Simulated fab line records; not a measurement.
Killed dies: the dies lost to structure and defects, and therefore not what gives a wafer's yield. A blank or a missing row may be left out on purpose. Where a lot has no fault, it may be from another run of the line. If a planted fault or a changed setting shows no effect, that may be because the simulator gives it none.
fab line records ; flow ritCmos
[record] lots = 14; wafers = 42; lastDay = 7
route steps=202 shown GATE@97 PLDD@123 SPACER@129 PSD@150 M1@202
lots untouched by any fault: they come from a run of this same line in which no faults occurred
startH: hours from the record's first day to the start of the lot's first wafer shown ; waitH: hours from the lot's prior step to this one ; " identical to the entry in the row above ; L1.1+2: a row that stands for several wafers ; - no value, or no start was given ; * or withheld: withheld ; < > ~ a bound
route shown NAME@n: a module of which the file shows steps, and the number in the route of the first ; usual: the fault-free wafers' mean and standard deviation ; same: alike in all rows ; chamber/n: place in a boat ; sites: each site's reading ; _std_site: how widely they spread, as a standard deviation ; _edge_site: the outer-site mean with the inner-site mean subtracted ; radiusMm: how far each site lies from the wafer's centre ; mask NAME#n: copy n ; behind: the tool/chamber that last shaped the wafer ; hold: why the lot was held/for how many hours/how that ended ; device: the transistor (n, p or np) that didn't switch ; end of line: the same wafers' tests at the end of the route ; where a step has no rows: the recipe by itself ; killed: dies that structure and defects cost at the first sort, which is not the same as the wafer's yield ; map: dies across one wafer; x = killed, . = not, _ = none there
set.NAME: the setting as run; set.NAME@STEP: as run at that earlier step ; model.NAME: the simulator's own value behind a step, which no gauge read
steps of the route over a sample of lots; a table a step, a row a wafer
services: a tool's chamber out of use, with start hour (startH, from the record's first day; less than 0 if before it), hours out, and reason
[[steps]]
[step RIT_GATE_CD_MEAS_90]
[recipe] targetCdNm = 150
[usual] cdNm = 150.2/2.5
lot.wafer;tool;chamber;startH;waitH;cdNm
L199.2;cdSem-01;-;39.71;0.1;150.3
L199.4;cdSem-01;-;39.71;0.1;150.9
L199.6;cdSem-01;-;39.71;0.1;153.4
L200.3;cdSem-02;-;42.29;0.1;152.5
L200.5;cdSem-02;-;42.29;0.1;154.9
L200.6;cdSem-02;-;42.29;0.1;152.2
L201.1;cdSem-01;-;46.55;0.1;152.3
L201.2;cdSem-01;-;46.55;0.1;155.6
L201.5;cdSem-01;-;46.55;0.1;151.9
L203.1;cdSem-02;-;57.17;0.1;146.8
L203.2;cdSem-02;-;57.17;0.1;148.9
L203.6;cdSem-02;-;57.17;0.1;147.7
L204.2;cdSem-01;-;62.97;0.1;146.3
L204.3;cdSem-01;-;62.97;0.1;148.4
L204.4;cdSem-01;-;62.97;0.1;149.6
L207.3;cdSem-01;-;81.18;0.1;146.6
L207.4;cdSem-01;-;81.18;0.1;151.2
L207.5;cdSem-01;-;81.18;0.1;150.0
L211.1;cdSem-01;-;98.72;0.1;149.9
L211.5;cdSem-01;-;98.72;0.1;149.2
L211.6;cdSem-01;-;98.72;0.1;148.9
L212.1;cdSem-01;-;103.89;0.1;152.9
L212.3;cdSem-01;-;103.89;0.1;152.4
L212.4;cdSem-01;-;103.89;0.1;151.4
L214.1;cdSem-01;-;112.15;0.1;146.8
L214.2;cdSem-01;-;112.15;0.1;145.9
L214.4;cdSem-01;-;112.15;0.1;142.7
L215.1;cdSem-01;-;119.10;0.1;150.6
L215.3;cdSem-01;-;119.10;0.1;149.7
L215.5;cdSem-01;-;119.10;0.1;148.8
L216.1;cdSem-01;-;123.06;0.1;151.7
L216.3;cdSem-01;-;123.06;0.1;151.6
L216.6;cdSem-01;-;123.06;0.1;151.9
L218.1;cdSem-02;-;133.74;0.1;148.5
L218.2;cdSem-02;-;133.74;0.1;148.1
L218.5;cdSem-02;-;133.74;0.1;147.4
L220.3;cdSem-01;-;141.93;0.1;154.0
L220.4;cdSem-01;-;141.93;0.1;153.1
L220.5;cdSem-01;-;141.93;0.1;152.5
L221.3;cdSem-01;-;149.47;0.1;151.1
L221.4;cdSem-01;-;149.47;0.1;153.8
L221.5;cdSem-01;-;149.47;0.1;151.4
[step RIT_PLDD_STRIP_09]
[recipe] chemistry = O2; timeS = 180; resist = NOVOLAK; platenTempC = withheld; powerW = 500; pressureMtorr = 4000; o2FlowSccm = 4000
[usual] drypumpMotorCurrentA = 6.1/0.52
lot.wafer;tool;chamber;startH;waitH;drypumpMotorCurrentA;rfHoursCounterH
L199.2;plasmaAsher-04;1;45.58;0.1;6.6;27
L199.4;plasmaAsher-04;0;45.58;0.1;6.4;-
L199.6;plasmaAsher-04;0;45.58;0.1;6.4;-
L200.3;plasmaAsher-02;0;48.05;0.1;5.5;-
L200.5;plasmaAsher-02;1;48.05;0.1;5.7;-
L200.6;plasmaAsher-02;0;48.05;0.1;5.5;-
L201.1;plasmaAsher-04;0;52.89;0.1;6.4;28
L201.2;plasmaAsher-04;1;52.89;0.1;6.7;28
L201.5;plasmaAsher-04;0;52.89;0.1;6.4;-
L203.1;plasmaAsher-02;0;63.13;0.1;5.5;39
L203.2;plasmaAsher-02;1;63.13;0.1;5.8;39
L203.6;plasmaAsher-02;1;63.13;0.1;5.7;-
L204.2;plasmaAsher-03;1;69.21;0.1;5.5;44
L204.3;plasmaAsher-03;0;69.21;0.1;6.7;-
L204.4;plasmaAsher-03;1;69.21;0.1;5.4;-
L207.3;plasmaAsher-02;1;88.04;0.1;5.7;-
L207.4;plasmaAsher-02;0;88.04;0.1;5.4;-
L207.5;plasmaAsher-02;1;88.04;0.1;5.7;-
L211.1;plasmaAsher-04;0;104.62;0.1;6.4;33
L211.5;plasmaAsher-04;0;104.62;0.1;6.4;-
L211.6;plasmaAsher-04;1;104.62;0.1;6.6;-
L212.1;plasmaAsher-04;0;109.74;0.1;6.4;33
L212.3;plasmaAsher-04;0;109.74;0.1;6.4;-
L212.4;plasmaAsher-04;1;109.74;0.1;6.6;-
L214.1;plasmaAsher-02;0;118.89;0.1;5.4;0
L214.2;plasmaAsher-02;1;118.89;0.1;5.7;0
L214.4;plasmaAsher-02;1;118.89;0.1;5.7;-
L215.1;plasmaAsher-04;1;125.07;0.1;6.6;35
L215.3;plasmaAsher-04;0;125.07;0.1;6.4;-
L215.5;plasmaAsher-04;1;125.07;0.1;6.6;-
L216.1;plasmaAsher-02;1;129.15;0.1;5.7;1
L216.3;plasmaAsher-02;0;129.15;0.1;5.5;-
L216.6;plasmaAsher-02;1;129.15;0.1;5.7;-
L218.1;plasmaAsher-04;0;139.46;0.1;6.4;37
L218.2;plasmaAsher-04;1;139.46;0.1;6.6;37
L218.5;plasmaAsher-04;0;139.46;0.1;6.4;-
L220.3;plasmaAsher-04;0;148.52;0.1;6.4;-
L220.4;plasmaAsher-04;1;148.52;0.1;6.7;-
L220.5;plasmaAsher-04;0;148.52;0.1;6.4;-
L221.3;plasmaAsher-02;0;156.33;0.1;5.5;-
L221.4;plasmaAsher-02;1;156.33;0.1;5.7;-
L221.5;plasmaAsher-02;0;156.33;0.1;5.5;-
[step RIT_SPACER_THK_MEAS_04]
[recipe] reads = Si3N4_of_SPACER_CVD_03
[usual] SPACER_NITRIDE_THK = 251.0/2.3
lot.wafer;tool;chamber;startH;waitH;SPACER_NITRIDE_THK[nm]
L199.2;filmMetro-01;-;48.11;0.0;246.7
L199.4;filmMetro-01;-;48.11;0.0;247.3
L199.6;filmMetro-01;-;48.11;0.0;247.7
L200.3;filmMetro-01;-;50.53;0.0;253.6
L200.5;filmMetro-01;-;50.53;0.0;252.6
L200.6;filmMetro-01;-;50.53;0.0;251.8
L201.1;filmMetro-01;-;55.41;0.0;255.6
L201.2;filmMetro-01;-;55.41;0.0;254.4
L201.5;filmMetro-01;-;55.41;0.0;255.1
L203.1;filmMetro-04;-;65.64;0.0;253.0
L203.2;filmMetro-04;-;65.64;0.0;251.4
L203.6;filmMetro-04;-;65.64;0.0;252.9
L204.2;filmMetro-04;-;71.77;0.0;249.8
L204.3;filmMetro-04;-;71.77;0.0;250.8
L204.4;filmMetro-04;-;71.77;0.0;248.5
L207.3;filmMetro-01;-;90.67;0.0;251.4
L207.4;filmMetro-01;-;90.67;0.0;252.4
L207.5;filmMetro-01;-;90.67;0.0;251.8
L211.1;filmMetro-01;-;107.42;0.0;250.3
L211.5;filmMetro-01;-;107.42;0.0;250.1
L211.6;filmMetro-01;-;107.42;0.0;252.1
L212.1;filmMetro-01;-;112.27;0.0;249.5
L212.3;filmMetro-01;-;112.27;0.0;247.6
L212.4;filmMetro-01;-;112.27;0.0;251.0
L214.1;filmMetro-04;-;121.41;0.0;252.1
L214.2;filmMetro-04;-;121.41;0.0;251.9
L214.4;filmMetro-04;-;121.41;0.0;251.8
L215.1;filmMetro-01;-;127.61;0.0;253.4
L215.3;filmMetro-01;-;127.61;0.0;254.0
L215.5;filmMetro-01;-;127.61;0.0;253.4
L216.1;filmMetro-03;-;131.70;0.0;246.4
L216.3;filmMetro-03;-;131.70;0.0;245.9
L216.6;filmMetro-03;-;131.70;0.0;247.6
L218.1;filmMetro-03;-;141.99;0.0;251.8
L218.2;filmMetro-03;-;141.99;0.0;253.4
L218.5;filmMetro-03;-;141.99;0.0;253.3
L220.3;filmMetro-01;-;151.01;0.0;251.1
L220.4;filmMetro-01;-;151.01;0.0;250.9
L220.5;filmMetro-01;-;151.01;0.0;251.5
L221.3;filmMetro-03;-;158.88;0.0;247.6
L221.4;filmMetro-03;-;158.88;0.0;246.3
L221.5;filmMetro-03;-;158.88;0.0;248.3
[step RIT_PSD_IMPLANT_08]
[recipe] species = BF2; energyKev = 27; doseCm2 = 5e+15; tiltDeg = 7
lot.wafer;tool;chamber;startH;waitH
L199.2+4+6;implanter-04;0;51.18;0.1
L200.3+5+6;implanter-03;0;53.35;0.1
L200.3+5+6;implanter-03;0;53.67;0.3
L201.1+2+5;implanter-02;0;58.46;0.1
L203.1+2+6;implanter-03;0;68.65;0.1
L204.2+3+4;implanter-02;0;74.46;0.1
L207.3+4+5;implanter-03;0;93.45;0.1
L207.3+4+5;implanter-03;0;93.76;0.3
L211.1+5+6;implanter-03;0;110.40;0.1
L212.1+3+4;implanter-02;0;114.94;0.1
L214.1+2+4;implanter-04;0;124.24;0.1
L215.1+3+5;implanter-02;0;130.40;0.1
L216.1+3+6;implanter-02;0;134.49;0.1
L218.1+2+5;implanter-03;0;144.82;0.1
L220.3+4+5;implanter-03;0;153.87;0.1
L221.3+4+5;implanter-04;0;161.70;0.1
[step RIT_PSD_TW_MEAS_10]
[usual] PSD_TW = 3401/34
lot.wafer;tool;chamber;startH;waitH;PSD_TW
L199.2;filmMetro-04;-;51.49;0.1;3410
L199.4;filmMetro-04;-;51.49;0.1;3409
L199.6;filmMetro-04;-;51.49;0.1;3414
L200.3;filmMetro-02;-;53.96;0.1;3528
L200.5;filmMetro-02;-;53.96;0.1;3519
L200.6;filmMetro-02;-;53.96;0.1;3507
L201.1;filmMetro-04;-;58.79;0.1;3406
L201.2;filmMetro-04;-;58.79;0.1;3415
L201.5;filmMetro-04;-;58.79;0.1;3424
L203.1;filmMetro-04;-;68.98;0.1;3404
L203.2;filmMetro-04;-;68.98;0.1;3386
L203.6;filmMetro-04;-;68.98;0.1;3405
L204.2;filmMetro-04;-;74.77;0.1;3423
L204.3;filmMetro-04;-;74.77;0.1;3422
L204.4;filmMetro-04;-;74.77;0.1;3409
L207.3;filmMetro-02;-;94.06;0.1;3492
L207.4;filmMetro-02;-;94.06;0.1;3498
L207.5;filmMetro-02;-;94.06;0.1;3491
L211.1;filmMetro-04;-;110.72;0.1;3394
L211.5;filmMetro-04;-;110.72;0.1;3386
L211.6;filmMetro-04;-;110.72;0.1;3388
L212.1;filmMetro-04;-;115.26;0.1;3394
L212.3;filmMetro-04;-;115.26;0.1;3413
L212.4;filmMetro-04;-;115.26;0.1;3393
L214.1;filmMetro-03;-;124.56;0.1;3408
L214.2;filmMetro-03;-;124.56;0.1;3442
L214.4;filmMetro-03;-;124.56;0.1;3422
L215.1;filmMetro-04;-;130.73;0.1;3412
L215.3;filmMetro-04;-;130.73;0.1;3389
L215.5;filmMetro-04;-;130.73;0.1;3433
L216.1;filmMetro-02;-;134.82;0.1;3373
L216.3;filmMetro-02;-;134.82;0.1;3381
L216.6;filmMetro-02;-;134.82;0.1;3380
L218.1;filmMetro-04;-;145.14;0.1;3401
L218.2;filmMetro-04;-;145.14;0.1;3406
L218.5;filmMetro-04;-;145.14;0.1;3409
L220.3;filmMetro-04;-;154.17;0.1;3390
L220.4;filmMetro-04;-;154.17;0.1;3389
L220.5;filmMetro-04;-;154.17;0.1;3391
L221.3;filmMetro-02;-;162.00;0.1;3365
L221.4;filmMetro-02;-;162.00;0.1;3356
L221.5;filmMetro-02;-;162.00;0.1;3355
[step RIT_SDANNEAL_RS_MEAS_04]
[recipe] thkMeasGauge = four-point-probe
[usual] PSD_RS = 115.98/0.27
lot.wafer;tool;chamber;startH;waitH;PSD_RS[ohm/sq]
L199.2;filmMetro-03;-;51.99;0.1;115.35
L199.4;filmMetro-03;-;51.99;0.1;115.51
L199.6;filmMetro-03;-;51.99;0.1;115.98
L200.3;filmMetro-02;-;54.47;0.1;107.31
L200.5;filmMetro-02;-;54.47;0.1;107.03
L200.6;filmMetro-02;-;54.47;0.1;107.35
L201.1;filmMetro-02;-;59.30;0.0;115.66
L201.2;filmMetro-02;-;59.30;0.0;115.66
L201.5;filmMetro-02;-;59.30;0.0;115.91
L203.1;filmMetro-02;-;69.46;0.0;116.19
L203.2;filmMetro-02;-;69.46;0.0;115.78
L203.6;filmMetro-02;-;69.46;0.0;115.78
L204.2;filmMetro-04;-;75.33;0.1;115.87
L204.3;filmMetro-04;-;75.33;0.1;116.11
L204.4;filmMetro-04;-;75.33;0.1;115.74
L207.3;filmMetro-04;-;94.84;0.1;107.91
L207.4;filmMetro-04;-;94.84;0.1;107.62
L207.5;filmMetro-04;-;94.84;0.1;107.90
L211.1;filmMetro-03;-;111.28;0.1;116.06
L211.5;filmMetro-03;-;111.28;0.1;116.09
L211.6;filmMetro-03;-;111.28;0.1;115.93
L212.1;filmMetro-04;-;115.75;0.0;116.06
L212.3;filmMetro-04;-;115.75;0.0;116.04
L212.4;filmMetro-04;-;115.75;0.0;116.04
L214.1;filmMetro-03;-;125.05;0.0;116.57
L214.2;filmMetro-03;-;125.05;0.0;116.31
L214.4;filmMetro-03;-;125.05;0.0;116.37
L215.1;filmMetro-04;-;131.21;0.0;116.36
L215.3;filmMetro-04;-;131.21;0.0;116.10
L215.5;filmMetro-04;-;131.21;0.0;116.38
L216.1;filmMetro-02;-;135.34;0.0;115.79
L216.3;filmMetro-02;-;135.34;0.0;115.53
L216.6;filmMetro-02;-;135.34;0.0;115.62
L218.1;filmMetro-03;-;145.66;0.0;115.85
L218.2;filmMetro-03;-;145.66;0.0;116.33
L218.5;filmMetro-03;-;145.66;0.0;115.91
L220.3;filmMetro-03;-;154.69;0.1;116.35
L220.4;filmMetro-03;-;154.69;0.1;116.17
L220.5;filmMetro-03;-;154.69;0.1;116.08
L221.3;filmMetro-03;-;162.50;0.1;116.36
L221.4;filmMetro-03;-;162.50;0.1;116.22
L221.5;filmMetro-03;-;162.50;0.1;115.93
[step RIT_M1_PROBE_99]
[usual] killedAtContacts = 0.1/0.24; killedAtFrontEnd = 7/3.1; killedDies = 7/3.1; killedOpen = 3.3/2; killedShort = 3.4/2.1
[same] grossDies = 264; killed_at_M0_to_M3 = 0; killed_at_M4_up = 0; killedAtBackSide = 0; killedAtOther = 0
lot.wafer;tool;chamber;startH;waitH;killedAtContacts;killedAtFrontEnd;killedDies;killedOpen;killedShort
L199.2;prober-01;-;60.78;0.1;0;5;5;2;3
L199.4;prober-01;-;60.88;0.2;0;3;3;2;1
L199.6;prober-01;-;60.98;0.2;0;8;8;3;5
L200.3;prober-02;-;62.45;0.2;0;4;4;1;3
L200.5;prober-02;-;62.55;0.2;0;7;7;3;4
L200.6;prober-02;-;62.60;0.2;0;15;15;7;8
L201.1;prober-01;-;67.47;0.1;0;13;13;7;6
L201.2;prober-01;-;67.52;0.1;0;6;6;4;2
L201.5;prober-01;-;67.67;0.2;0;7;7;3;4
L203.1;prober-01;-;78.10;0.1;0;4;4;3;1
L203.2;prober-01;-;78.15;0.1;0;6;6;3;3
L203.6;prober-01;-;78.35;0.2;1;5;6;5;1
L204.2;prober-02;-;82.81;0.1;0;12;12;4;8
L204.3;prober-02;-;82.86;0.2;0;11;11;4;7
L204.4;prober-02;-;82.91;0.2;0;5;5;2;3
L207.3;prober-01;-;102.85;0.2;0;7;7;2;5
L207.4;prober-01;-;102.90;0.2;0;9;9;6;3
L207.5;prober-01;-;102.95;0.2;0;5;5;1;4
L211.1;prober-02;-;119.16;0.1;0;6;6;2;4
L211.5;prober-02;-;119.36;0.2;0;10;10;5;5
L211.6;prober-02;-;119.41;0.2;0;4;4;3;1
L212.1;prober-01;-;123.67;0.1;0;4;4;2;2
L212.3;prober-01;-;123.77;0.2;1;11;12;4;8
L212.4;prober-01;-;123.82;0.2;0;7;7;3;4
L214.1;prober-01;-;132.64;0.1;0;9;9;3;6
L214.2;prober-01;-;132.69;0.1;1;4;5;1;4
L214.4;prober-01;-;132.79;0.2;0;3;3;2;1
L215.1;prober-02;-;138.60;0.1;0;6;6;3;3
L215.3;prober-02;-;138.70;0.2;0;6;6;2;4
L215.5;prober-02;-;138.80;0.2;0;9;9;8;1
L216.1;prober-01;-;143.67;0.1;0;7;7;3;4
L216.3;prober-01;-;143.77;0.2;0;3;3;1;2
L216.6;prober-01;-;143.92;0.2;0;2;2;0;2
L218.1;prober-01;-;153.67;0.1;0;10;10;8;2
L218.2;prober-01;-;153.72;0.1;0;7;7;2;5
L218.5;prober-01;-;153.87;0.2;0;9;9;2;7
L220.3;prober-01;-;162.14;0.2;0;0;0;0;0
L220.4;prober-01;-;162.19;0.2;1;6;7;3;4
L220.5;prober-01;-;162.24;0.2;0;5;5;5;0
L221.3;prober-02;-;170.48;0.2;0;3;3;1;2
L221.4;prober-02;-;170.53;0.2;0;3;3;1;2
L221.5;prober-02;-;170.58;0.2;0;5;5;3;2
// killed by level:class
L199.2 GATE:geometricParticle:open=2 FOX1:geometricParticle:short=1 FOX2:geometricParticle:short=1 GATE:geometricParticle:short=1
L199.4 SILICIDE:geometricParticle:open=2 GATE:geometricParticle:short=1
L199.6 GATE:geometricParticle:short=2 GATE:geometricParticle:open=2 FOX1:geometricParticle:short=1 FOX1:geometricParticle:open=1 SPACER:geometricParticle:short=1 SILICIDE:geometricParticle:short=1
L200.3 FOX1:geometricParticle:short=2 GATE:geometricParticle:short=1 SPACER:geometricParticle:open=1
L200.5 GATE:geometricParticle:short=2 GATE:geometricParticle:open=2 REOX:geometricParticle:short=1 SPACER:geometricParticle:open=1 SPACER:geometricParticle:short=1
L200.6 FOX1:geometricParticle:open=5 FOX1:geometricParticle:short=4 GATE:geometricParticle:short=2 GATE:geometricParticle:open=2 REOX:geometricParticle:short=2
L201.1 GATE:geometricParticle:open=4 GATE:geometricParticle:short=3 FOX1:geometricParticle:open=1 FOX1:geometricParticle:short=1 FOX2:geometricParticle:open=1 REOX:geometricParticle:short=1 SPACER:geometricParticle:short=1 SILICIDE:geometricParticle:open=1
L201.2 FOX2:geometricParticle:open=2 GATE:geometricParticle:short=1 GATE:geometricParticle:open=1 REOX:geometricParticle:short=1 SILICIDE:geometricParticle:open=1
L201.5 REOX:geometricParticle:open=2 FOX2:geometricParticle:short=1 FOX2:geometricParticle:open=1 GATE:geometricParticle:short=1 SPACER:geometricParticle:short=1 SILICIDE:geometricParticle:short=1
L203.1 FOX1:geometricParticle:open=1 GATE:geometricParticle:open=1 GATE:geometricParticle:short=1 SILICIDE:geometricParticle:open=1
L203.2 GATE:geometricParticle:open=2 GATE:geometricParticle:short=1 REOX:geometricParticle:short=1 SPACER:geometricParticle:open=1 SILICIDE:geometricParticle:short=1
L203.6 FOX1:geometricParticle:open=1 GATE:geometricParticle:open=1 SPACER:geometricParticle:open=1 SILICIDE:geometricParticle:open=1 SILICIDE:geometricParticle:short=1 CONTACT:geometricParticle:open=1
L204.2 FOX2:geometricParticle:short=3 GATE:geometricParticle:short=3 GATE:geometricParticle:open=2 FOX1:geometricParticle:short=1 FOX2:geometricParticle:open=1 SILICIDE:geometricParticle:open=1 SILICIDE:geometricParticle:short=1
L204.3 FOX2:geometricParticle:short=3 FOX2:geometricParticle:open=2 GATE:geometricParticle:open=2 SILICIDE:geometricParticle:short=2 FOX1:geometricParticle:short=1 GATE:geometricParticle:short=1
L204.4 REOX:geometricParticle:short=1 SPACER:geometricParticle:short=1 SPACER:geometricParticle:open=1 SILICIDE:geometricParticle:open=1 SILICIDE:geometricParticle:short=1
L207.3 GATE:geometricParticle:short=3 GATE:geometricParticle:open=1 REOX:geometricParticle:short=1 REOX:geometricParticle:open=1 SPACER:geometricParticle:short=1
L207.4 GATE:geometricParticle:open=3 FOX1:geometricParticle:open=2 GATE:geometricParticle:short=2 SPACER:geometricParticle:short=1 SILICIDE:geometricParticle:open=1
L207.5 SPACER:geometricParticle:short=2 FOX2:geometricParticle:short=1 GATE:geometricParticle:short=1 SPACER:geometricParticle:open=1
L211.1 GATE:geometricParticle:short=2 FOX1:geometricParticle:open=1 REOX:geometricParticle:short=1 SILICIDE:geometricParticle:short=1 SILICIDE:geometricParticle:open=1
L211.5 GATE:geometricParticle:open=4 FOX1:geometricParticle:short=1 GATE:geometricParticle:short=1 REOX:geometricParticle:short=1 SPACER:geometricParticle:short=1 SPACER:geometricParticle:open=1 SILICIDE:geometricParticle:short=1
L211.6 FOX1:geometricParticle:open=2 GATE:geometricParticle:open=1 SILICIDE:geometricParticle:short=1
L212.1 FOX2:geometricParticle:short=1 GATE:geometricParticle:open=1 REOX:geometricParticle:short=1 SPACER:geometricParticle:open=1
L212.3 GATE:geometricParticle:short=4 REOX:geometricParticle:open=2 FOX1:geometricParticle:short=1 GATE:geometricParticle:open=1 REOX:geometricParticle:short=1 SPACER:geometricParticle:open=1 SILICIDE:geometricParticle:short=1 CONTACT:geometricParticle:short=1
L212.4 GATE:geometricParticle:open=3 GATE:geometricParticle:short=2 FOX1:geometricParticle:short=1 REOX:geometricParticle:short=1
L214.1 GATE:geometricParticle:short=2 GATE:geometricParticle:open=2 REOX:geometricParticle:short=2 FOX1:geometricParticle:short=1 REOX:geometricParticle:open=1 SPACER:geometricParticle:short=1
L214.2 FOX2:geometricParticle:short=2 GATE:geometricParticle:short=1 GATE:geometricParticle:open=1 CONTACT:geometricParticle:short=1
L214.4 FOX1:geometricParticle:open=1 FOX2:geometricParticle:open=1 SPACER:geometricParticle:short=1
L215.1 GATE:geometricParticle:short=2 SPACER:geometricParticle:open=2 FOX1:geometricParticle:short=1 GATE:geometricParticle:open=1
L215.3 GATE:geometricParticle:open=1 GATE:geometricParticle:short=1 REOX:geometricParticle:short=1 SPACER:geometricParticle:short=1 SPACER:geometricParticle:open=1 SILICIDE:geometricParticle:short=1
L215.5 GATE:geometricParticle:open=5 SPACER:geometricParticle:open=2 GATE:geometricParticle:short=1 SILICIDE:geometricParticle:open=1
L216.1 GATE:geometricParticle:open=3 REOX:geometricParticle:short=2 FOX1:geometricParticle:short=1 GATE:geometricParticle:short=1
L216.3 GATE:geometricParticle:open=1 GATE:geometricParticle:short=1 REOX:geometricParticle:short=1
L216.6 GATE:geometricParticle:short=1 REOX:geometricParticle:short=1
L218.1 GATE:geometricParticle:open=4 FOX1:geometricParticle:short=2 ACTIVE:geometricParticle:open=1 FOX1:geometricParticle:open=1 FOX2:geometricParticle:open=1 REOX:geometricParticle:open=1
L218.2 FOX1:geometricParticle:short=2 GATE:geometricParticle:short=2 GATE:geometricParticle:open=1 REOX:geometricParticle:open=1 SPACER:geometricParticle:short=1
L218.5 GATE:geometricParticle:short=3 SILICIDE:geometricParticle:short=3 GATE:geometricParticle:open=2 SPACER:geometricParticle:short=1
L220.3
L220.4 FOX1:geometricParticle:open=1 FOX2:geometricParticle:short=1 GATE:geometricParticle:short=1 REOX:geometricParticle:open=1 SPACER:geometricParticle:short=1 SPACER:geometricParticle:open=1 CONTACT:geometricParticle:short=1
L220.5 REOX:geometricParticle:open=3 FOX1:geometricParticle:open=1 FOX2:geometricParticle:open=1
L221.3 SPACER:geometricParticle:short=2 FOX1:geometricParticle:open=1
L221.4 SPACER:geometricParticle:short=1 SILICIDE:geometricParticle:open=1 SILICIDE:geometricParticle:short=1
L221.5 SILICIDE:geometricParticle:short=2 FOX1:geometricParticle:open=1 GATE:geometricParticle:open=1 SILICIDE:geometricParticle:open=1
[[services]]
tool;chamber;startH;hours;kind
implanter-02;-;26.74;22.5;pm
plasmaAsher-03;-;29.45;3.2;repair
implanter-02;-;50.03;2.4;repair
implanter-02;-;55.00;3.4;repair
implanter-02;-;81.78;3.4;repair
plasmaAsher-04;-;87.09;2.8;pm
implanter-02;-;88.69;4.7;pm
implanter-04;-;96.84;23.2;pm
plasmaAsher-02;-;108.75;9.0;pm
plasmaAsher-02;0;108.75;9.0;ventCycle
plasmaAsher-02;1;108.75;9.0;ventCycle
plasmaAsher-04;-;114.73;0.3;repair
plasmaAsher-04;-;115.27;2.3;repair
implanter-02;-;115.87;0.6;repair
plasmaAsher-03;-;117.44;8.2;repair
plasmaAsher-02;0;117.75;-;clean
plasmaAsher-02;1;117.75;-;clean
plasmaAsher-02;-;144.55;1.7;repair
implanter-02;-;155.52;3.2;repair
[[key]]
[firstSign] step = RIT_PSD_IMPLANT_08; reading = visit; direction = added
[effect] step = RIT_PSD_TW_MEAS_10; reading = PSD_TW; direction = up; sigmas = 3.1; usual = 3401; struck = 3506
[effect] step = RIT_SDANNEAL_RS_MEAS_04; reading = PSD_RS; direction = down; sigmas = 31; usual = 115.98; struck = 107.52
metAt RIT_PSD_IMPLANT_08
struckLots L200,L207
testerLeftOut L200,L207
notActingAt RIT_GATE_CD_MEAS_90,RIT_PLDD_STRIP_09,RIT_SPACER_THK_MEAS_04
[fault] kind = repeatedStepWhole; tool = implanter-02,implanter-03,implanter-04; chamber = -; onsetH = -; steps = RIT_PSD_IMPLANT_08; times = 1; scope = struckLotsOnly
// testerLeftOut: of these lots the tester's yield and bins aren't shown, on N5 and GAA mostly nor the transistor test; their killed dies are dies lost to structure and defects alone, not to doping, threshold or leakage, so they don't give the yield
